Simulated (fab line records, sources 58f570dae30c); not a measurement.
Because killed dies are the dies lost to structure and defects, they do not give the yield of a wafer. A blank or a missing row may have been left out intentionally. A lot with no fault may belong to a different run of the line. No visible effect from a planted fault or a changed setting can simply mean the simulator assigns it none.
Problem report, 8D (eight disciplines) form, completed by code	flow berkeley-cmos170	the parts of the form that need people (team, actions taken, sign-off) are left out

== 1. THE ISSUE ==
Across 6 wafers from 2 lots, M1_AL_RS at UCB170_M1_RS_MEAS_01 averages 0.0559 ohm/sq, while fault-free wafers read 0.0486 ohm/sq with a standard deviation of 0.00063. Relative to the usual mean, that is a shift of +12 standard deviations.
The step: measures by four-point-probe.
Earliest sighting: wafer L257.2 on film-metro-04 at day 12 03:10. At this step, 42 wafers from 14 lots have a number in the record. Rule for "out", or "out of limits": more than 4 standard deviations from the usual mean. All remaining wafers that have a number are taken as sound.

== 2. WHAT IT IS, WHAT IT ISN'T ==
question	is	is not
which readings at this step	M1_AL_RS	-
which lots	L257, L261	L240, L241, L243, L244, L245, L247, L248, L253, L254, L256, L258, L263
which wafers of those lots	all that have a number	-
read on which gauges	film-metro-03, film-metro-04	film-metro-01
when	from day 12 03:10	up to then (33 sound wafers); but 3 sound wafers of L263 came after

== 3. THE SUSPECTS, EACH WITH WHAT RULES IT OUT ==
Counting: a tool at a process step up to the reading stays a suspect if it ran every lot that is out and no sound lot after the first of them.
- the gauge at UCB170_M1_RS_MEAS_01 is ruled out. 2 gauges (film-metro-03, film-metro-04) read the wafers that are out.
- pvd-sputter-02 at UCB170_M1_SPUTTER_00 (material Al, target thk 600 nm, time 80 s): kept. It ran every lot that is out, first L257 (day 12 03:05), and no sound lot after that; its last sound lot up to then is L253 (day 10 17:53).
Left after counting: pvd-sputter-02 at UCB170_M1_SPUTTER_00.

== 4. THE CAUSE (what the simulator had put in) ==
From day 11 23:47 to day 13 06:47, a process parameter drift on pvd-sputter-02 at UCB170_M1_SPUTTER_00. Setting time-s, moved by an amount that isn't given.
After counting, this tool was the only one left.

== 5. THE EFFECT CHAIN, in route order ==
Rows list readings where the struck wafers' mean (over those with a number) sits beyond 3 standard deviations from the usual. Scope: only readings with a usual standard deviation given in the record; hours: median across lots of the time from each lot's start at the first step in this table that gives one to its start at this step; sigmas: change in usual standard deviations.
hours	step	reading	usual	on struck wafers	change	sigmas
0	UCB170_M1_RS_MEAS_01	M1_AL_RS	0.0486 ohm/sq	0.0559	+0.0073	+12
0	UCB170_M1_THK_MEAS_02	M1_AL_THK	585 nm	510	-75	-9.7

== 6. HOW IT WOULD HAVE BEEN CAUGHT EARLIER ==
Counted from the fault's start at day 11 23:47, it took 3 hours until the first out-of-limits reading at a measuring or inspecting step in this record, taken at day 12 03:10.
An alarm limit of 4 standard deviations would not have fired on the tool readings at UCB170_M1_SPUTTER_00 for which the record gives a usual standard deviation, since none of them was out on any struck wafer.
Of the lots that are out (2), L261 began UCB170_M1_SPUTTER_00 on pvd-sputter-02 after day 12 03:10. It would have been spared by a hold on the tool at that moment.
